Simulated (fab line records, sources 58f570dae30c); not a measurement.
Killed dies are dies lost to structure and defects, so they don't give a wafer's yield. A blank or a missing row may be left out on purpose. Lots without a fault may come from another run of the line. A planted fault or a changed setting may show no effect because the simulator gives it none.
Which tool did it? | flow berkeley_cmos170 | 14 lots, 42 wafers sampled, at 5 steps of a route of 331

WHAT THE GAUGES READ, wafer by wafer
UCB170_ACTIVE_CD_MEAS_90: target cd 1200 nm.
lot  | measured    | on        | cd_nm (nm)
L877 | day 4 13:25 | cd_sem-02 | 1199.5 1200.2 1201.8
L875 | day 4 13:35 | cd_sem-02 | 1199.8 1199.8 1198.6
L876 | day 4 13:52 | cd_sem-02 | 1198.4 1199.7 1199.6
L879 | day 5 05:08 | cd_sem-01 | 1201.2 1200.2 1201.1
L878 | day 5 05:36 | cd_sem-02 | 1200.0 1198.9 1199.2
L880 | day 5 16:08 | cd_sem-01 | 1200.1 1198.9 1198.6
L881 | day 5 19:28 | cd_sem-02 | 1199.3 1200.1 1199.4
L882 | day 6 04:43 | cd_sem-01 | 1201.1 1201.1 1201.9
L884 | day 6 12:08 | cd_sem-01 | 1197.4 1198.5 1198.4
L885 | day 6 21:31 | cd_sem-02 | 1198.7 1197.8 1197.6
L886 | day 6 21:53 | cd_sem-02 | 1200.6 1200.3 1199.9
L887 | day 7 05:28 | cd_sem-02 | 1199.5 1199.4 1198.9
L893 | day 8 14:12 | cd_sem-01 | 1200.8 1200.0 1199.9
L894 | day 8 14:18 | cd_sem-02 | 1200.9 1200.4 1199.1

UCB170_SCREENOX_THK_MEAS_02.
lot  | measured    | on            | SCREENOX_OXIDE_THK (nm)
L877 | day 5 16:49 | film_metro-02 | 14.58 14.36 14.49
L875 | day 5 16:53 | film_metro-02 | 14.19 13.97 14.25
L876 | day 5 16:49 | film_metro-04 | 14.39 14.54 14.50
L879 | day 6 04:13 | film_metro-01 | 14.61 14.55 14.34
L878 | day 6 04:12 | film_metro-02 | 14.28 14.17 14.16
L880 | day 6 21:54 | film_metro-01 | 14.25 14.08 14.10
L881 | day 6 21:52 | film_metro-02 | 14.52 14.60 14.72
L882 | day 7 05:43 | film_metro-02 | 14.96 14.87 14.46
L884 | day 7 15:18 | film_metro-04 | 14.45 14.22 14.27
L885 | day 7 23:57 | film_metro-04 | 14.95 14.66 14.77
L886 | day 7 23:57 | film_metro-01 | 14.90 14.42 14.76
L887 | day 8 04:13 | film_metro-01 | 14.28 14.39 14.15
L893 | day 9 23:07 | film_metro-01 | 14.16 14.18 14.30
L894 | day 9 23:07 | film_metro-02 | 14.27 14.36 14.30

UCB170_SPACER_THK_MEAS_01.
lot  | measured     | on            | SPACER_TEOS_THK (nm)
L877 | day 6 22:18  | film_metro-02 | 375 383 377
L875 | day 6 22:08  | film_metro-01 | 378 376 382
L876 | day 6 21:53  | film_metro-03 | 370 383 377
L879 | day 7 08:32  | film_metro-03 | 377 380 376
L878 | day 7 09:04  | film_metro-01 | 377 382 384
L880 | day 8 02:14  | film_metro-02 | 381 389 382
L881 | day 8 01:43  | film_metro-03 | 367 375 378
L882 | day 8 07:13  | film_metro-03 | 370 369 370
L884 | day 8 18:46  | film_metro-03 | 349 373 379
L885 | day 9 00:12  | film_metro-03 | 374 373 386
L886 | day 9 00:41  | film_metro-01 | 349 375 356
L887 | day 9 06:25  | film_metro-03 | 385 373 378
L893 | day 10 21:26 | film_metro-02 | 371 383 379
L894 | day 10 21:04 | film_metro-01 | 367 375 381

WHICH TOOL RAN EACH LOT (tool, then ch and the chambers of the sampled wafers, then the start)
lot  | UCB170_ACTIVE_STRIP_16              | UCB170_SPACER_CVD_00
L877 | plasma_asher-02 ch 0,1, day 4 13:17 | pecvd-02 ch 1,2, day 6 22:15
L875 | plasma_asher-04 ch 0,1, day 4 13:28 | pecvd-03 ch 0,1,2, day 6 22:05
L876 | plasma_asher-01 ch 0,1, day 4 13:45 | pecvd-02 ch 0,2, day 6 21:50
L879 | plasma_asher-01 ch 0,1, day 5 05:02 | pecvd-04 ch 0,1,2, day 7 08:28
L878 | plasma_asher-01 ch 0,1, day 5 05:30 | pecvd-03 ch 0,1,2, day 7 09:01
L880 | plasma_asher-01 ch 0,1, day 5 16:01 | pecvd-02 ch 0,1,2, day 8 02:11
L881 | plasma_asher-02 ch 0,1, day 5 19:22 | pecvd-04 ch 0,1, day 8 01:40
L882 | plasma_asher-04 ch 0,1, day 6 04:37 | pecvd-04 ch 0,1,2, day 8 07:11
L884 | plasma_asher-04 ch 0, day 6 12:02   | pecvd-04 ch 0,1,2, day 8 18:43
L885 | plasma_asher-02 ch 0,1, day 6 21:11 | pecvd-02 ch 0,1, day 9 00:09
L886 | plasma_asher-01 ch 0,1, day 6 21:25 | pecvd-04 ch 0,2, day 9 00:39
L887 | plasma_asher-01 ch 0,1, day 7 05:22 | pecvd-02 ch 0,1,2, day 9 06:22
L893 | plasma_asher-02 ch 0,1, day 8 14:05 | pecvd-02 ch 0,1, day 10 21:23
L894 | plasma_asher-04 ch 0,1, day 8 14:12 | pecvd-03 ch 0,2, day 10 21:02
- UCB170_ACTIVE_STRIP_16: strips in O2.
- UCB170_SPACER_CVD_00: deposits SiO2 from TEOS/O2, target thk 376 nm, time 47 s.

WHAT THE TOOLS THEMSELVES READ (means of the sampled wafers that have a number; where no wafer has one, the mark that the record gives instead)
UCB170_ACTIVE_STRIP_16.
lot  | tool            | drypump_motor_current_A (A) | oes_product_au (a.u.) | strip_time_to_endpoint_s (s)
L877 | plasma_asher-02 | 5.2                         | 0.722                 | 18.09
L875 | plasma_asher-04 | 5.8                         | 0.727                 | 17.93
L876 | plasma_asher-01 | 6.1                         | 0.719                 | 18.09
L879 | plasma_asher-01 | 6.4                         | 0.719                 | 18.17
L878 | plasma_asher-01 | 6.4                         | 0.719                 | 18.09
L880 | plasma_asher-01 | 6.4                         | 0.721                 | 18.06
L881 | plasma_asher-02 | 5.0                         | 0.720                 | 18.14
L882 | plasma_asher-04 | 5.8                         | 0.719                 | 18.03
L884 | plasma_asher-04 | 6.2                         | 0.725                 | 17.96
L885 | plasma_asher-02 | 5.2                         | 0.721                 | 17.98
L886 | plasma_asher-01 | 6.1                         | 0.720                 | 18.09
L887 | plasma_asher-01 | 6.1                         | 0.720                 | 18.08
L893 | plasma_asher-02 | 5.2                         | 0.715                 | 18.06
L894 | plasma_asher-04 | 5.3                         | 0.721                 | 17.92

UCB170_SPACER_CVD_00.
lot  | tool     | heater_power_w (W) | pressure_mtorr (mTorr) | susceptor_temp_C (C)
L877 | pecvd-02 | 232                | 9001                   | 390.04
L875 | pecvd-03 | 254                | 8983                   | 389.90
L876 | pecvd-02 | 224                | 9013                   | 389.92
L879 | pecvd-04 | 246                | 9008                   | 389.88
L878 | pecvd-03 | 282                | 9002                   | 390.15
L880 | pecvd-02 | 274                | 9003                   | 389.97
L881 | pecvd-04 | 329                | 9000                   | 390.12
L882 | pecvd-04 | 259                | 9002                   | 389.97
L884 | pecvd-04 | 294                | 8997                   | 390.06
L885 | pecvd-02 | 294                | 8999                   | 390.08
L886 | pecvd-04 | 313                | 9008                   | 389.94
L887 | pecvd-02 | 285                | 9012                   | 390.10
L893 | pecvd-02 | 332                | 9007                   | 389.84
L894 | pecvd-03 | 254                | 8996                   | 390.10

THE ANSWER, worked out from the rows above alone
Rule: what is usual is taken from the lots themselves. Put in order of their means at a reading, lots are off if they are a third of the lots or fewer, leave a main group of 4 or more, and stand apart from it by a gap of 3 or more times the standard deviation of the main group's means; of several such gaps the widest counts. A main group whose means are all the same, to the digits that the tables above print for the reading, isn't used. A lot without any number at a reading at which 4 lots or more have one is off too. The other lots that the step has rows for count as sound. The gauges are gone through in route order, then the tools' own readings, and for those a lot's mean is taken as printed above. The first step at which some lot is off is used, and at that step the reading that is off furthest; a lot without a number counts as furthest.
No lot is off at any reading shown: from this, nothing can be told.

WHAT THE SIMULATOR HAD PUT IN
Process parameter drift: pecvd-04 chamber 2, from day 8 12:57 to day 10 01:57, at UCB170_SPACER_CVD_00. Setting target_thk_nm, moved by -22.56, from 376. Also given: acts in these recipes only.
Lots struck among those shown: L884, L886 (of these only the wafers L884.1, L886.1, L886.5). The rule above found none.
